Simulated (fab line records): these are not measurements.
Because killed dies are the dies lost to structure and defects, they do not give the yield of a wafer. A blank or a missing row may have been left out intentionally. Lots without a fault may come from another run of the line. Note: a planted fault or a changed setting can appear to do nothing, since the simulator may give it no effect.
Problem report in the 8D (eight disciplines) form, filled by code + flow rit-cmos + the parts of the form that need people (team, actions taken, sign-off) are left out

## 1. WHAT IS WRONG
Mean of developer-temp-C at RIT_ACTIVE_DEVELOP_10: 25.26 C across 6 wafers in 2 lots; on wafers with no fault it is 22.98 C (standard deviation 0.12). Relative to the usual mean, that is a shift of +19 standard deviations.
The step: develop time 50 s.
The first sign was on wafer L421.1 at day 2 15:00, on litho-track-02. Wafers with a number at this step in the record: 42, from 14 lots. Rule for "out", or "out of limits": more than 4 standard deviations from the usual mean. The other wafers with a number count as sound.

## 2. WHAT IT IS AND WHAT IT IS NOT
| question                    | is                     | is not                                                                                                              |
|-----------------------------|------------------------|---------------------------------------------------------------------------------------------------------------------|
| which readings at this step | developer-temp-C       | -                                                                                                                   |
| which lots                  | L421, L424             | L417, L418, L419, L423, L425, L431, L434, L435, L436, L437, L438, L439                                              |
| which wafers of those lots  | all that have a number | -                                                                                                                   |
| read on which tools         | litho-track-02         | litho-track-03, litho-track-04                                                                                      |
| when                        | from day 2 15:00       | up to then (9 sound wafers); but 27 sound wafers of L423, L425, L431, L434, L435, L436, L437, L438, L439 came after |

## 3. SUSPECTS, AND WHAT RULES EACH OUT
Counting: a tool at any process step up to the reading remains a suspect when it ran all the lots that are out and ran no sound lot after the first of those.
- litho-track-02 at RIT_ACTIVE_DEVELOP_10 (develop time 50 s): ruled out as a lasting fault. Following L421 (day 2 15:00), the first lot on it that is out, the sound lots L435, L438 were run on it.
Left after counting: nothing in the record.

## 4. THE CAUSE (what the simulator had put in)
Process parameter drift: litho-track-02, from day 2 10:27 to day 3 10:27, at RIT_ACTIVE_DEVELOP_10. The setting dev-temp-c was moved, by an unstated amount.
Counting ruled it out, wrongly.

## 5. THE EFFECT CHAIN, in route order
Rows list readings where the struck wafers' mean (over those with a number) sits beyond 3 standard deviations from the usual. Scope: only readings with a usual standard deviation given in the record; hours: median across lots of the time from each lot's start at the first step in this table that gives one to its start at this step; sigmas: change in usual standard deviations.
| hours | step                  | reading          | usual   | on struck wafers | change | sigmas |
|-------|-----------------------|------------------|---------|------------------|--------|--------|
| 0     | RIT_ACTIVE_DEVELOP_10 | developer-temp-C | 22.98 C | 25.26            | +2.28  | +19    |
It contains these process steps:
- RIT_ACTIVE_DEVELOP_10: develop time 50 s.
Later steps that measure or inspect, where all struck wafers having a row at the step show a number for every such reading and not one has moved that far: RIT_ACTIVE_CD_MEAS_11.

## 6. HOW IT WOULD HAVE BEEN CAUGHT EARLIER
First out-of-limits reading in this record: day 2 15:00, which is 5 hours after fault onset at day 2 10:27.
